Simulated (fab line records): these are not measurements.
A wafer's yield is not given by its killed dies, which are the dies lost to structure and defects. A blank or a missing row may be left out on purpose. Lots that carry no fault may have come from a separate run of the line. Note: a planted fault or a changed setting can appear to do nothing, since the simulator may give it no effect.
Which tool is to blame?	flow rit-cmos	at 1 step of a route of 202, 15 lots with 45 wafers sampled

## WHAT EACH GAUGE READ, for each wafer
No reading from a measuring or inspecting step in the record can be judged against a usual standard deviation.

## WHAT TOOL EACH LOT RAN ON (gives the tool, then ch and the chambers of the sampled wafers, and finally the start)
lot	RIT_PSD_STRIP_09
L851	plasma-asher-04 ch 0,1, day 3 00:47
L852	plasma-asher-04 ch 0,1, day 3 06:49
L853	plasma-asher-01 ch 0,1, day 3 12:10
L854	plasma-asher-04 ch 0,1, day 3 16:57
L855	plasma-asher-01 ch 0,1, day 3 21:29
L856	plasma-asher-03 ch 0,1, day 4 01:56
L860	plasma-asher-03 ch 0,1, day 5 02:56
L865	plasma-asher-01 ch 0,1, day 6 00:59
L864	plasma-asher-03 ch 0,1, day 6 01:35
L867	plasma-asher-04 ch 0,1, day 6 10:19
L868	plasma-asher-04 ch 0,1, day 6 13:43
L869	plasma-asher-03 ch 0,1, day 6 18:52
L871	plasma-asher-04 ch 0,1, day 7 04:11
L872	plasma-asher-01 ch 0,1, day 7 11:22
L873	plasma-asher-01 ch 0,1, day 7 14:13
- RIT_PSD_STRIP_09: strips in O2, time 180 s.

## WHAT THE TOOLS THEMSELVES READ (means of the sampled wafers that have a number; where no wafer has one, the mark that the record gives instead)
RIT_PSD_STRIP_09. Usual: chamber-pressure-mTorr 4000 mTorr, standard deviation 4.1; drypump-motor-current-A 5.5 A, standard deviation 0.39.
lot	tool	chamber-pressure-mTorr (mTorr)	drypump-motor-current-A (A)	flag
L851	plasma-asher-04	3998	5.6	
L852	plasma-asher-04	4003	5.7	
L853	plasma-asher-01	3999	5.4	
L854	plasma-asher-04	-	-	OFF
L855	plasma-asher-01	-	-	OFF
L856	plasma-asher-03	-	-	OFF
L860	plasma-asher-03	4004	5.4	
L865	plasma-asher-01	3998	5.4	
L864	plasma-asher-03	4003	5.1	
L867	plasma-asher-04	3999	5.7	
L868	plasma-asher-04	4002	5.6	
L869	plasma-asher-03	4002	5.5	
L871	plasma-asher-04	3995	5.5	
L872	plasma-asher-01	3999	5.5	
L873	plasma-asher-01	4004	5.4	

## THE ANSWER, worked out from the rows above alone
Rule: lot off if the mean of its wafers having a number is beyond 3 standard deviations from the usual mean. Also off: a lot with no number at a reading for which 4 or more lots have one. The other lots that the step has rows for count as sound. After the gauges, taken in route order, come the tools' own readings; for these a lot's mean is taken, as printed above. The first step at which some lot is off is used, and at that step the reading that is off furthest; a lot without a number counts as furthest.
Off, at RIT_PSD_STRIP_09 on chamber-pressure-mTorr: L854, L855, L856. Without a number there: L854, L855, L856.
A tool fits if, at that step or a process step before it, it ran every lot that is off, and no sound lot after the first of them. Not one of the candidates tried fits.

## WHAT HAD BEEN PUT IN BY THE SIMULATOR
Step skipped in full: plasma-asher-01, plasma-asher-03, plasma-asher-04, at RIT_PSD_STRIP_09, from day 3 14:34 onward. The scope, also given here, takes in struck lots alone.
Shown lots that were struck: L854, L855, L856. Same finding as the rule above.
